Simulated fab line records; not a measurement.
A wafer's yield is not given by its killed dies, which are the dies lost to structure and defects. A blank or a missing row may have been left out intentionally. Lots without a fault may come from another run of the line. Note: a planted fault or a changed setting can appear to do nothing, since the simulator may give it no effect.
fab line records	flow berkeley-cmos170	part 1 of 2: steps 1 to 18 of 20
[record] lots = 5	wafers = 27
route steps=331 shown NWELL@27 ACTIVE@62 SPACER@171 SDANNEAL@205 PSD@206 NSD@207 PLDD@208 V1@268 M3@331
start-h: hours from the record's first day to the start of the lot's first wafer shown	wait-h: how many hours have passed since the lot's step before this one	" same as the row above	L1.1+2: a row that stands for several wafers	- value missing, or start not given	* or withheld: withheld	< > ~ a bound
route shown NAME@n: NAME is a module with steps in the file, n the number in the route of the first one	usual: mean/standard deviation of fault-free wafers	same: alike in all rows	chamber/n: place in a boat	sites: each site's reading	_std_site: standard deviation of those values	_edge_site: the outer-site mean with the inner-site mean subtracted	radius-mm: how far each site lies from the wafer's centre	mask NAME#n: copy n	behind: the most recent tool/chamber to have shaped the wafer	hold: reason for holding the lot/hours on hold/outcome of the hold	device: names the non-switching transistor (n, p or np)	end of line: tests run on the same wafers once the route is complete	where a step has no rows: the recipe by itself	killed: dies lost to structure and defects at the first sort, not the wafer's yield	map: shows each die of a wafer: x if killed, . if not, _ if none is there
set.NAME: the setting that was run; set.NAME@STEP: the one run at that earlier step	model.NAME: the simulator's own value behind a step, which no gauge read
one table per step and one row per wafer, for lots whose settings were changed on purpose
[[steps]]
[step UCB170_NWELL_ETCH_13]
[recipe] chemistry = CH3F/Ar/O2	target = Si3N4	stop-on = SiO2	CH3F_flow_sccm = 20	Ar_flow_sccm = 50	O2_flow_sccm = 7	pressure-mtorr = 50	rf-w = 450	target-depth-a = 2464	over-etch-frac = 0.1	time-s = 154
lot.wafer	tool	chamber	start-h	wait-h	set.target-depth-a	model.etch.depth-nm	model.KrF_of_NWELL_COAT_07.thk-nm
L075.1	rie-diel-01	3	40.42	0.0	3422	226.4	659.5
L075.2	"	2	"	"	2464	226.9	719.9
L075.3	"	0	"	"	3422	225.3	655.5
L075.4	"	0	"	"	2464	227	721.1
L075.5	"	3	"	"	2464	227.4	719.6
L075.6	"	2	"	"	3422	227.2	657.5
L076.1	rie-diel-04	3	46.32	0.1	2464	224.4	722.5
L076.2	"	0	"	"	2464	225	724.5
L076.3	"	1	"	"	1068	109.6	816.3
L076.4	"	2	"	"	2464	225.3	719.3
L076.5	"	2	"	"	1068	110.5	814.2
L076.6	"	3	"	"	1068	108.5	814.6
L078.1	rie-diel-02	3	55.64	0.0	2464	225.1	713.3
L078.2	"	0	"	"	2464	226	718.6
L078.3	"	1	"	"	2464	228	714.1
L078.4	"	2	"	"	2464	224.5	715.8
L078.5	"	2	"	"	2464	226.9	715.5
L078.6	"	1	"	"	2464	225.5	710.4
L081.2	rie-diel-04	3	71.14	0.0	2464	225.3	718.2
L081.5	"	3	"	"	2464	225.9	719.1
L081.6	"	2	"	"	2464	225.4	717
L083.1	rie-diel-01	2	76.25	0.0	1052	103.4	815.7
L083.2	"	1	"	"	2464	225	723
L083.3	"	3	"	"	2464	224.7	721
L083.4	"	1	"	"	1052	104.5	813.2
L083.5	"	3	"	"	2464	223.2	721
L083.6	"	2	"	"	1052	103.1	814.1
[step UCB170_NWELL_IMPLANT_14]
[recipe] species = P	dose-cm2 = 1e+13	energy-kev = 152.3	tilt-deg = 7
[step UCB170_NWELL_STRIP_15]
[recipe] chemistry = O2	power-w = 400	pressure-mtorr = 3500	platen-temp-c = withheld	o2-flow-sccm = 400	overash-fraction = 0.5
[usual] strip-time-to-endpoint-s = 17.96/0.099
lot.wafer	tool	chamber	start-h	wait-h	set.target-depth-a@NWELL_ETCH_13	strip-time-to-endpoint-s
L075.1	plasma-asher-03	0	40.67	0.1	3422	16.54
L075.2	"	1	"	"	2464	17.98
L075.3	"	1	"	"	3422	16.44
L075.4	"	0	"	"	2464	18.00
L075.5	"	0	"	"	2464	17.97
L075.6	"	1	"	"	3422	16.49
L076.1	plasma-asher-04	0	46.57	0.1	2464	18.04
L076.2	"	1	"	"	2464	18.08
L076.3	"	1	"	"	1068	20.28
L076.4	"	0	"	"	2464	17.96
L076.5	"	1	"	"	1068	20.24
L076.6	"	0	"	"	1068	20.24
L078.1	plasma-asher-04	0	55.89	0.1	2464	17.80
L078.2	"	1	"	"	2464	17.95
L078.3	"	0	"	"	2464	17.84
L078.4	"	1	"	"	2464	17.87
L078.5	"	0	"	"	2464	17.86
L078.6	"	1	"	"	2464	17.75
L081.2	plasma-asher-01	0	71.39	0.1	2464	17.94
L081.5	"	0	"	"	2464	17.95
L081.6	"	1	"	"	2464	17.91
L083.1	plasma-asher-01	1	76.50	0.1	1052	20.27
L083.2	"	0	"	"	2464	18.05
L083.3	"	0	"	"	2464	18.01
L083.4	"	1	"	"	1052	20.20
L083.5	"	0	"	"	2464	18.01
L083.6	"	1	"	"	1052	20.24
[step UCB170_ACTIVE_OXIDATION_02]
[recipe] temp-c = 1000	ambient = O2	target-thk-a = 264	ox-time-s = 1260
lot.wafer	tool	chamber	start-h	wait-h	set.ox-time-s	model.SiO2_of_ACTIVE_OXIDATION_02.thk-nm
L075.1	-	-	-	5.4	1260	26
L075.2	"	-	"	"	1260	26.12
L075.3	"	-	"	"	1260	25.96
L075.4+6	"	-	"	"	1260	25.88
L075.5	"	-	"	"	1260	26.05
L076.1	-	-	-	2.5	1885	33.93
L076.2	"	-	"	"	1885	34.08
L076.3	"	-	"	"	1885	33.67
L076.4	"	-	"	"	1885	33.85
L076.5+6	"	-	"	"	1885	33.53
L078.1	-	-	-	3.3	1924	33.66
L078.2	"	-	"	"	1924	33.46
L078.3	"	-	"	"	1924	33.86
L078.4	"	-	"	"	1924	33.85
L078.5	"	-	"	"	1924	33.69
L078.6	"	-	"	"	1924	33.38
L081.2	furnace-04	0	110.39	2.9	1260	26.99
L081.5	"	0	"	"	1260	26.7
L081.6	"	0	"	"	1260	26.97
L083.1	-	-	-	3.3	1987	34.07
L083.2	"	-	"	"	1987	33.95
L083.3	"	-	"	"	1987	34.12
L083.4	"	-	"	"	1987	34.17
L083.5	"	-	"	"	1987	33.9
L083.6	"	-	"	"	1987	34.21
[step UCB170_ACTIVE_THK_MEAS_03]
[recipe] reads = SiO2_of_ACTIVE_OXIDATION_02
[usual] ACTIVE_OXIDE_THK = 26.4/0.49
lot.wafer	tool	chamber	start-h	wait-h	set.ox-time-s@ACTIVE_OXIDATION_02	ACTIVE_OXIDE_THK[nm]
L075.1	film-metro-04	-	-	-	1260	26.0
L075.2	"	-	"	"	1260	26.1
L075.3	"	-	"	"	1260	25.9
L075.4	"	-	"	"	1260	25.8
L075.5	"	-	"	"	1260	26.1
L075.6	"	-	"	"	1260	25.8
L076.1	film-metro-03	-	-	-	1885	34.0
L076.2	"	-	"	"	1885	34.1
L076.3	"	-	"	"	1885	33.7
L076.4	"	-	"	"	1885	33.9
L076.5	"	-	"	"	1885	33.5
L076.6	"	-	"	"	1885	33.5
L078.1	film-metro-01	-	-	-	1924	33.7
L078.2	"	-	"	"	1924	33.5
L078.3	"	-	"	"	1924	33.9
L078.4	"	-	"	"	1924	33.8
L078.5	"	-	"	"	1924	33.7
L078.6	"	-	"	"	1924	33.4
L081.2	film-metro-03	-	111.75	0.0	1260	27.0
L081.5	"	-	"	"	1260	26.7
L081.6	"	-	"	"	1260	27.0
L083.1	film-metro-01	-	-	-	1987	34.0
L083.2	"	-	"	"	1987	34.0
L083.3	"	-	"	"	1987	34.1
L083.4	"	-	"	"	1987	34.2
L083.5	"	-	"	"	1987	33.9
L083.6	"	-	"	"	1987	34.2
[step UCB170_ACTIVE_ANNEAL_04]
[recipe] temp-c = 1000	time-s = 900	ambient = N2
[step UCB170_ACTIVE_CVD_05]
[recipe] material = Si3N4	target-thk-nm = 220	temp-c = 800	precursor = SiH2Cl2/NH3	time-s = 3300	pressure-mtorr = 200	sih2cl2-flow-sccm = 25	nh3-flow-sccm = 75
[step UCB170_ACTIVE_ETCH_15]
[recipe] chemistry = CH3F/Ar/O2	target = Si3N4	stop-on = SiO2	CH3F_flow_sccm = 20	Ar_flow_sccm = 50	O2_flow_sccm = 7	pressure-mtorr = 50	rf-w = 450	target-depth-a = 2420	over-etch-frac = 0.1	time-s = 151
lot.wafer	tool	chamber	start-h	wait-h	set.ox-time-s@ACTIVE_OXIDATION_02	model.SiO2_of_ACTIVE_OXIDATION_02.thk-nm
L075.1	rie-diel-03	3	86.67	0.0	1260	22.37
L075.2	"	2	"	"	1260	22.5
L075.3	"	0	"	"	1260	22.22
L075.4	"	2	"	"	1260	22.26
L075.5	"	3	"	"	1260	22.43
L075.6	"	0	"	"	1260	22.13
L076.1	rie-diel-03	2	113.20	0.0	1885	30.31
L076.2	"	3	"	"	1885	30.46
L076.3	"	0	"	"	1885	29.9
L076.4	"	1	"	"	1885	30.25
L076.5	"	0	"	"	1885	29.77
L076.6	"	1	"	"	1885	29.92
L078.1+6	rie-diel-02	3,2	113.92	0.0	1924	29.44
L078.2	"	1	"	"	1924	29.19
L078.3	"	0	"	"	1924	30.24
L078.4	"	2	"	"	1924	29.92
L078.5	"	1	"	"	1924	29.42
L081.2	rie-diel-03	2	122.50	0.0	1260	23.35
L081.5	"	0	"	"	1260	22.94
L081.6	"	1	"	"	1260	23.34
L083.1	rie-diel-04	3	128.74	0.0	1987	30.26
L083.2	"	0	"	"	1987	29.57
L083.3	"	2	"	"	1987	29.75
L083.4	"	1	"	"	1987	29.8
L083.5	"	3	"	"	1987	30.08
L083.6	"	0	"	"	1987	29.82
[step UCB170_SPACER_CVD_00]
[recipe] material = SiO2	target-thk-nm = 376	temp-c = 390	precursor = TEOS/O2	time-s = 47	rf-w = 550	pressure-mtorr = 9000
lot.wafer	tool	chamber	start-h	wait-h	set.time-s	model.SiO2_of_SPACER_CVD_00.thk-nm
L075.1	pecvd-04	2	142.34	0.0	28.67	229.9
L075.2	"	1	"	"	47	378.3
L075.3	"	0	"	"	28.67	229.1
L075.4	"	2	"	"	47	382.4
L075.5	"	0	"	"	28.67	233.5
L075.6	"	1	"	"	47	385.7
L076.1	pecvd-01	2	174.16	0.0	22.44	177
L076.2	"	0	"	"	47	371.3
L076.3	"	1	"	"	47	372.6
L076.4	"	2	"	"	47	377.9
L076.5	"	1	"	"	22.44	183.7
L076.6	"	0	"	"	22.44	182
L078.1	pecvd-04	2	174.74	0.0	65.53	522.5
L078.2	"	1	"	"	47	372.6
L078.3	"	0	"	"	65.53	525.1
L078.4	"	1	"	"	65.53	531.6
L078.5	"	0	"	"	47	381.5
L078.6	"	2	"	"	47	383.5
L081.2	pecvd-03	1	181.11	0.0	47	378.5
L081.5	"	2	"	"	47	386.7
L081.6	"	1	"	"	47	384.5
L083.1	pecvd-01	0	188.42	0.0	47	365.7
L083.2	"	2	"	"	47	372.3
L083.3	"	1	"	"	47	367
L083.4	"	1	"	"	31.38	246.1
L083.5	"	0	"	"	31.38	245.7
L083.6	"	2	"	"	31.38	251
[step UCB170_SPACER_THK_MEAS_01]
[recipe] reads = SiO2_of_SPACER_CVD_00
[usual] SPACER_TEOS_THK = 377/5.1
lot.wafer	tool	chamber	start-h	wait-h	set.time-s@SPACER_CVD_00	SPACER_TEOS_THK[nm]
L075.1	film-metro-02	-	142.38	0.0	28.67	230
L075.2	"	-	"	"	47	378
L075.3	"	-	"	"	28.67	229
L075.4	"	-	"	"	47	382
L075.5	"	-	"	"	28.67	234
L075.6	"	-	"	"	47	385
L076.1	film-metro-01	-	174.21	0.0	22.44	177
L076.2	"	-	"	"	47	371
L076.3	"	-	"	"	47	372
L076.4	"	-	"	"	47	378
L076.5	"	-	"	"	22.44	184
L076.6	"	-	"	"	22.44	182
L078.1	film-metro-03	-	174.78	0.0	65.53	523
L078.2	"	-	"	"	47	373
L078.3	"	-	"	"	65.53	526
L078.4	"	-	"	"	65.53	531
L078.5	"	-	"	"	47	382
L078.6	"	-	"	"	47	383
L081.2	film-metro-02	-	181.16	0.0	47	378
L081.5	"	-	"	"	47	387
L081.6	"	-	"	"	47	384
L083.1	film-metro-03	-	188.46	0.0	47	366
L083.2	"	-	"	"	47	372
L083.3	"	-	"	"	47	367
L083.4	"	-	"	"	31.38	246
L083.5	"	-	"	"	31.38	246
L083.6	"	-	"	"	31.38	251
[step UCB170_SPACER_ANNEAL_02]
[recipe] temp-c = 900	time-s = 1800	ambient = N2
[step UCB170_SPACER_ETCHBACK_03]
[recipe] stop-on = Si	target = SiO2	chemistry = CHF3/CF4/Ar	CHF3_flow_sccm = 50	cf4-flow-sccm = 10	Ar_flow_sccm = 120	pressure-mtorr = 200	rf-w = 500	target-depth-a = 3760	time-s = 100
[usual] oes-product-au = 0.903/0.018
lot.wafer	tool	chamber	start-h	wait-h	set.time-s@SPACER_CVD_00	oes-product-au	model.etch.depth-nm
L075.1	rie-diel-02	2	146.25	0.1	28.67	0.613	229.9
L075.2	"	3	"	"	47	0.907	378.3
L075.3	"	1	"	"	28.67	0.645	229.1
L075.4	"	0	"	"	47	0.897	382.4
L075.5	"	3	"	"	28.67	0.654	233.5
L075.6	"	2	"	"	47	0.897	385.7
L076.1	rie-diel-01	2	180.63	0.0	22.44	0.547	177
L076.2	"	0	"	"	47	0.896	371.3
L076.3	"	3	"	"	47	0.921	372.6
L076.4	"	0	"	"	47	0.912	377.9
L076.5	"	2	"	"	22.44	0.568	183.7
L076.6	"	3	"	"	22.44	0.583	182
L078.1	rie-diel-04	3	180.70	0.1	65.53	0.972	433.1
L078.2	"	2	"	"	47	0.893	372.6
L078.3	"	0	"	"	65.53	0.989	440.5
L078.4	"	3	"	"	65.53	0.981	431.5
L078.5	"	2	"	"	47	0.908	381.5
L078.6	"	0	"	"	47	0.900	383.5
L081.2	rie-diel-02	2	188.67	0.0	47	0.880	378.5
L081.5	"	0	"	"	47	0.915	386.7
L081.6	"	2	"	"	47	0.899	384.5
L083.1	rie-diel-01	0	193.91	0.0	47	0.888	365.7
L083.2	"	2	"	"	47	0.902	372.3
L083.3	"	3	"	"	47	0.914	367
L083.4	"	2	"	"	31.38	0.679	246.1
L083.5	"	3	"	"	31.38	0.697	245.7
L083.6	"	0	"	"	31.38	0.687	251
[step UCB170_SDANNEAL_RTA_01]
[recipe] temp-c = 1050	time-s = 5	ambient = N2
lot.wafer	tool	chamber	start-h	wait-h	set.time-s
L075.1+3+4	rtp-anneal-01	0	154.46	0.1	7.138
L075.2+5+6	"	0	"	"	5
L076.1+3+6	rtp-anneal-01	0	185.20	0.1	5
L076.2+4+5	"	0	"	"	3.216
L078.1+2+3+4+5+6	rtp-anneal-02	0	185.40	0.1	5
L081.2+5+6	rtp-anneal-01	0	195.45	0.1	5
L083.1+3+6	rtp-anneal-01	0	198.68	0.1	5
L083.2+4+5	"	0	"	"	6.904
[step UCB170_SDANNEAL_RS_MEAS_02]
[recipe] thk-meas-gauge = four-point-probe
[usual] PSD_RS = 75.5/0.3
lot.wafer	tool	chamber	start-h	wait-h	set.time-s@SDANNEAL_RTA_01	PSD_RS[ohm/sq]
L075.1	film-metro-03	-	154.52	0.0	7.138	70.1
L075.2	"	-	"	"	5	74.8
L075.3	"	-	"	"	7.138	69.8
L075.4	"	-	"	"	7.138	70.1
L075.5	"	-	"	"	5	75.5
L075.6	"	-	"	"	5	75.4
L076.1	film-metro-03	-	185.25	0.0	5	75.4
L076.2	"	-	"	"	3.216	84.1
L076.3	"	-	"	"	5	75.3
L076.4	"	-	"	"	3.216	84.5
L076.5	"	-	"	"	3.216	84.4
L076.6	"	-	"	"	5	75.4
L078.1	film-metro-04	-	185.46	0.0	5	75.7
L078.2	"	-	"	"	5	75.7
L078.3	"	-	"	"	5	75.6
L078.4	"	-	"	"	5	75.7
L078.5	"	-	"	"	5	75.6
L078.6	"	-	"	"	5	75.5
L081.2	film-metro-04	-	195.61	0.1	5	75.7
L081.5	"	-	"	"	5	75.3
L081.6	"	-	"	"	5	75.4
L083.1	film-metro-03	-	198.74	0.0	5	75.5
L083.2	"	-	"	"	6.904	70.8
L083.3	"	-	"	"	5	75.3
L083.4	"	-	"	"	6.904	70.6
L083.5	"	-	"	"	6.904	70.5
L083.6	"	-	"	"	5	75.5
[step UCB170_SDANNEAL_RS_MEAS_03]
[recipe] thk-meas-gauge = four-point-probe
[usual] NSD_RS = 37.01/0.096
lot.wafer	tool	chamber	start-h	wait-h	set.time-s@SDANNEAL_RTA_01	NSD_RS[ohm/sq]
L075.1	film-metro-03	-	154.64	0.1	7.138	35.85
L075.2	"	-	"	"	5	36.96
L075.3	"	-	"	"	7.138	35.73
L075.4	"	-	"	"	7.138	35.84
L075.5	"	-	"	"	5	37.01
L075.6	"	-	"	"	5	36.97
L076.1	film-metro-03	-	185.37	0.1	5	36.99
L076.2	"	-	"	"	3.216	38.37
L076.3	"	-	"	"	5	36.96
L076.4	"	-	"	"	3.216	38.32
L076.5	"	-	"	"	3.216	38.46
L076.6	"	-	"	"	5	36.95
L078.1	film-metro-04	-	185.58	0.1	5	37.05
L078.2	"	-	"	"	5	37.10
L078.3	"	-	"	"	5	36.94
L078.4	"	-	"	"	5	36.96
L078.5	"	-	"	"	5	36.88
L078.6	"	-	"	"	5	36.97
L081.2	film-metro-04	-	195.73	0.1	5	36.85
L081.5	"	-	"	"	5	36.83
L081.6	"	-	"	"	5	36.94
L083.1	film-metro-03	-	198.86	0.1	5	37.00
L083.2	"	-	"	"	6.904	35.96
L083.3	"	-	"	"	5	36.94
L083.4	"	-	"	"	6.904	35.96
L083.5	"	-	"	"	6.904	36.00
L083.6	"	-	"	"	5	36.95
[step UCB170_SDANNEAL_RS_MEAS_04]
[recipe] thk-meas-gauge = four-point-probe
[usual] PLDD_RS = 1031/3.1
lot.wafer	tool	chamber	start-h	wait-h	set.time-s@SDANNEAL_RTA_01	PLDD_RS[ohm/sq]
L075.1	film-metro-03	-	154.76	0.1	7.138	1022
L075.2	"	-	"	"	5	1032
L075.3	"	-	"	"	7.138	1023
L075.4	"	-	"	"	7.138	1022
L075.5	"	-	"	"	5	1033
L075.6	"	-	"	"	5	1034
L076.1	film-metro-03	-	185.49	0.1	5	1029
L076.2	"	-	"	"	3.216	1037
L076.3	"	-	"	"	5	1029
L076.4	"	-	"	"	3.216	1037
L076.5	"	-	"	"	3.216	1037
L076.6	"	-	"	"	5	1031
L078.1	film-metro-04	-	185.70	0.1	5	1030
L078.2	"	-	"	"	5	1029
L078.3	"	-	"	"	5	1029
L078.4	"	-	"	"	5	1031
L078.5	"	-	"	"	5	1028
L078.6	"	-	"	"	5	1030
L081.2	film-metro-04	-	195.85	0.1	5	1032
L081.5	"	-	"	"	5	1029
L081.6	"	-	"	"	5	1031
L083.1	film-metro-03	-	198.98	0.1	5	1029
L083.2	"	-	"	"	6.904	1023
L083.3	"	-	"	"	5	1031
L083.4	"	-	"	"	6.904	1018
L083.5	"	-	"	"	6.904	1023
L083.6	"	-	"	"	5	1032
[step UCB170_V1_ETCH_14]
[recipe] chemistry = CHF3/CF4/Ar	target = SiO2	stop-on = Al	CHF3_flow_sccm = 45	cf4-flow-sccm = 15	Ar_flow_sccm = 150	pressure-mtorr = 200	rf-w = 700	target-depth-a = 12500	over-etch-frac = 0.25	time-s = 291
[usual] oes-product-au = 0.873/0.014
lot.wafer	tool	chamber	start-h	wait-h	set.time-s	oes-product-au	model.etch.depth-nm	model.V1.feature-depth-nm	model.KrF_of_V1_COAT_07.thk-nm
L075.1	rie-diel-02	1	172.36	0.0	143	1.023	623.7	623.7	749.2
L075.2	"	3	"	"	291	0.873	1001	1001	603.8
L075.3	"	2	"	"	291	0.859	1000	1000	603.7
L075.4	"	0	"	"	291	0.857	999.7	999.7	617.1
L075.5	"	1	"	"	143	1.028	631.4	631.4	746.3
L075.6	"	2	"	"	143	0.986	622.3	622.3	748.6
L078.1	rie-diel-03	2	200.07	0.0	152.1	0.973	639.7	639.7	742.6
L078.2	"	1	"	"	152.1	0.974	628.8	628.8	740.8
L078.3	"	3	"	"	152.1	0.976	628.7	628.7	746.2
L078.4	"	1	"	"	291	0.878	1002	1002	618.5
L078.5	"	2	"	"	291	0.858	1002	1002	612.8
L078.6	"	3	"	"	291	0.879	999.5	999.5	618.4
L076.1	rie-diel-02	0	200.34	0.0	291	0.862	999.7	999.7	618.4
L076.2	"	1	"	"	291	0.884	999.9	1000	602.8
L076.3	"	3	"	"	291	0.876	999.8	1000	599.5
L076.4	"	2	"	"	291	0.852	1000	1001	606.7
L076.5	"	0	"	"	291	0.863	999.6	999.6	616.4
L076.6	"	3	"	"	291	0.863	1001	1001	599.9
L081.2	rie-diel-03	3	208.62	0.0	291	0.880	999.9	999.9	613.4
L081.5	"	2	"	"	291	0.855	999.6	999.6	616.4
L081.6	"	1	"	"	291	0.877	999.8	999.8	613.5
L083.1	rie-diel-03	0	213.34	0.0	366.9	0.861	1001	1008	552.5
L083.2	"	1	"	"	291	0.873	999.6	999.6	617
L083.3	"	3	"	"	366.9	0.867	998.6	1006	545.5
L083.4	"	2	"	"	366.9	0.849	1000	1008	543.2
L083.5	"	1	"	"	291	0.868	1001	1001	617.6
L083.6	"	2	"	"	291	0.863	999.6	999.6	618
[step UCB170_V1_STRIP_15]
[recipe] chemistry = O2	power-w = 400	pressure-mtorr = 3500	platen-temp-c = withheld	o2-flow-sccm = 400	overash-fraction = 0.5
[usual] strip-time-to-endpoint-s = 15.33/0.15
lot.wafer	tool	chamber	start-h	wait-h	set.time-s@V1_ETCH_14	strip-time-to-endpoint-s
L075.1	plasma-asher-03	1	172.53	0.1	143	18.56
L075.2	"	0	"	"	291	15.16
L075.3	"	1	"	"	291	15.15
L075.4	"	0	"	"	291	15.46
L075.5	"	1	"	"	143	18.52
L075.6	"	0	"	"	143	18.55
L078.1	plasma-asher-03	0	200.25	0.1	152.1	18.41
L078.2	"	1	"	"	152.1	18.36
L078.3	"	0	"	"	152.1	18.50
L078.4	"	1	"	"	291	15.51
L078.5	"	1	"	"	291	15.38
L078.6	"	0	"	"	291	15.52
L076.1	plasma-asher-04	1	200.52	0.1	291	15.51
L076.2	"	0	"	"	291	15.15
L076.3	"	0	"	"	291	15.06
L076.4	"	1	"	"	291	15.25
L076.5	"	0	"	"	291	15.45
L076.6	"	1	"	"	291	15.06
L081.2	plasma-asher-03	1	208.80	0.1	291	15.39
L081.5	"	1	"	"	291	15.46
L081.6	"	0	"	"	291	15.39
L083.1	plasma-asher-03	0	213.52	0.1	366.9	13.95
L083.2	"	1	"	"	291	15.47
L083.3	"	1	"	"	366.9	13.79
L083.4	"	0	"	"	366.9	13.72
L083.5	"	1	"	"	291	15.49
L083.6	"	0	"	"	291	15.50
[[key]]
[split] step = UCB170_NWELL_ETCH_13	setting = target-depth-a	stated = 2464	by = wafer
[response] step = UCB170_NWELL_ETCH_13	reading = model.etch.depth-nm	shape = bent	at-lowest = 103.7	at-stated = 225.6	at-highest = 226.3
[response] step = UCB170_NWELL_ETCH_13	reading = model.KrF_of_NWELL_COAT_07.thk-nm	change = -1.63	per = 1%	r = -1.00
[response] step = UCB170_NWELL_STRIP_15	reading = strip-time-to-endpoint-s	change = *	per = 1%	r = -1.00
[split] step = UCB170_ACTIVE_OXIDATION_02	setting = ox-time-s	stated = 1260	by = lot
[response] step = UCB170_ACTIVE_OXIDATION_02	reading = model.SiO2_of_ACTIVE_OXIDATION_02.thk-nm	change = +0.14	per = 1%	r = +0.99
[response] step = UCB170_ACTIVE_THK_MEAS_03	reading = ACTIVE_OXIDE_THK	change = +0.141	per = 1%	r = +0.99
[response] step = UCB170_ACTIVE_ETCH_15	reading = model.SiO2_of_ACTIVE_OXIDATION_02.thk-nm	change = +0.134	per = 1%	r = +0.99
[split] step = UCB170_SPACER_CVD_00	setting = time-s	stated = 47	by = wafer
[response] step = UCB170_SPACER_CVD_00	reading = model.SiO2_of_SPACER_CVD_00.thk-nm	change = +3.73	per = 1%	r = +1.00
[response] step = UCB170_SPACER_THK_MEAS_01	reading = SPACER_TEOS_THK	change = +3.74	per = 1%	r = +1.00
[response] step = UCB170_SPACER_ETCHBACK_03	reading = oes-product-au	change = +0.00557	per = 1%	r = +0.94
[response] step = UCB170_SPACER_ETCHBACK_03	reading = model.etch.depth-nm	change = +3.21	per = 1%	r = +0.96
[response] step = UCB170_M3_PROBE_99	reading = model.etest.pldd.line-ohm-um	shape = bent	at-lowest = 6.925	at-stated = 1848	at-highest = 1903
[response] step = UCB170_M3_PROBE_99	reading = model.etest.nldd.line-ohm-um	shape = bent	at-lowest = 6.813	at-stated = 1310	at-highest = 1314
[response] step = UCB170_M3_PROBE_99	reading = model.etest.pldd.rs-ohm-sq	shape = bent	at-lowest = 3.598	at-stated = 1095	at-highest = 1125
[response] step = UCB170_M3_PROBE_99	reading = model.etest.nldd.rs-ohm-sq	shape = bent	at-lowest = 3.56	at-stated = 773.1	at-highest = 778.4
[split] step = UCB170_SDANNEAL_RTA_01	setting = time-s	stated = 5	by = wafer
[response] step = UCB170_SDANNEAL_RS_MEAS_02	reading = PSD_RS	change = -0.159	per = 1%	r = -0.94
[response] step = UCB170_SDANNEAL_RS_MEAS_03	reading = NSD_RS	change = -0.0304	per = 1%	r = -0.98
[response] step = UCB170_SDANNEAL_RS_MEAS_04	reading = PLDD_RS	change = -0.233	per = 1%	r = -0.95
[split] step = UCB170_V1_ETCH_14	setting = time-s	stated = 291	by = wafer
[response] step = UCB170_V1_ETCH_14	reading = oes-product-au	change = -0.0023	per = 1%	r = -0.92
[response] step = UCB170_V1_ETCH_14	reading = model.etch.depth-nm	shape = bent	at-lowest = 625.8	at-stated = 1000	at-highest = 999.7
[response] step = UCB170_V1_ETCH_14	reading = model.V1.feature-depth-nm	shape = bent	at-lowest = 625.8	at-stated = 1000	at-highest = 1008
[response] step = UCB170_V1_ETCH_14	reading = model.KrF_of_V1_COAT_07.thk-nm	change = -2.7	per = 1%	r = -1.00
[response] step = UCB170_V1_STRIP_15	reading = strip-time-to-endpoint-s	change = *	per = 1%	r = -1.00
[response] step = UCB170_V1_CD_MEAS_90	reading = cd-nm	change = +0.0899	per = 1%	r = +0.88
